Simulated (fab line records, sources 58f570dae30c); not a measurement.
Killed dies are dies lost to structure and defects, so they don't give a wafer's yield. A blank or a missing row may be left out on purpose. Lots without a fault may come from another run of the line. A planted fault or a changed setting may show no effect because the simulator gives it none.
One fault seen from 2 desks | flow berkeley_cmos170 | each desk has only its own numbers; what lay behind them comes last

THE TOOL OWNER'S DESK: pvd_sputter-03
The tool's own readings at UCB170_M2_SPUTTER_01 (material Al, target thk 900 nm, time 120 s): means of the sampled wafers that have a number, for each lot that ran on this tool. A lot is out of limits, marked OUT, if its mean lies more than 4 standard deviations from the usual mean; the brackets give that distance.
Columns: A = cathode_dc_power_W at UCB170_M2_SPUTTER_01, usual 5999.9 W; B = throttle_valve_pct at UCB170_M2_SPUTTER_01, usual 30.1 %
lot  | first seen here | A                        | B
L884 | day 8 01:19     | 6000.1                   | 29.4
L885 | day 8 16:00     | 6000.0                   | 30.1
L888 | day 9 04:37     | 6000.2                   | 29.4
L893 | day 10 09:21    | 5999.9                   | 29.4
L896 | day 11 02:17    | 6000.6                   | 30.2
L900 | day 11 11:55    | 6602.0 (+99 or more) OUT | 30.1
L897 | day 11 12:56    | 6602.3 (+99 or more) OUT | 30.2
L902 | day 12 02:32    | 6601.1 (+99 or more) OUT | 29.7
This desk's finding: out of limits on L897, L900, L902; first on L900, day 11 11:55 (cathode_dc_power_W at UCB170_M2_SPUTTER_01). In limits: L884, L885, L888, L893, L896.

THE METROLOGY DESK
What the gauges read, lot by lot, whatever tool the lot ran on: means of the sampled wafers that have a number. A lot is out of limits, marked OUT, if its mean lies more than 4 standard deviations from the usual mean; the brackets give that distance.
Columns: A = M2_AL_RS at UCB170_M2_RS_MEAS_02, usual 0.0323 ohm/sq; B = M2_AL_THK at UCB170_M2_THK_MEAS_03, usual 888 nm
lot  | first seen here | A                 | B
L884 | day 8 01:25     | 0.0322            | 888
L885 | day 8 16:05     | 0.0324            | 890
L889 | day 9 03:44     | 0.0319            | 897
L887 | day 9 03:53     | 0.0328            | 868
L888 | day 9 04:42     | 0.0325            | 881
L892 | day 10 09:20    | 0.0316            | 912
L893 | day 10 09:26    | 0.0320            | 904
L894 | day 10 09:38    | 0.0322            | 889
L896 | day 11 02:23    | 0.0324            | 890
L899 | day 11 11:36    | 0.0316            | 905
L900 | day 11 12:03    | 0.0294 (-7.2) OUT | 976 (+7.3) OUT
L897 | day 11 13:02    | 0.0297 (-6.3) OUT | 967 (+6.6) OUT
L902 | day 12 02:37    | 0.0294 (-7.2) OUT | 975 (+7.2) OUT
L903 | day 12 14:22    | 0.0318            | 893
L905 | day 12 18:19    | 0.0327            | 879
This desk's finding: out of limits on L897, L900, L902; first on L900, day 11 12:03 (M2_AL_RS at UCB170_M2_RS_MEAS_02). In limits: L884, L885, L889, L887, L888, L892, L893, L894, L896, L899, L903, L905.

PUT TOGETHER
The tool owner's desk could have raised an alarm at day 11 11:55, on L897, L900, L902.
The metrology desk could have raised an alarm at day 11 12:03, on L897, L900, L902.
Of the lots named, all ran UCB170_M2_SPUTTER_01 on pvd_sputter-03.

WHAT THE SIMULATOR HAD PUT IN
Process parameter drift: pvd_sputter-03, from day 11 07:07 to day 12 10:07, at UCB170_M2_SPUTTER_01. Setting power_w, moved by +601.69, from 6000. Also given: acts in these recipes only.
Lots struck among those shown: L897, L900, L902.
Hours from the fault's start to each desk's first reading out of limits: the tool owner's desk, 5; the metrology desk, 5.
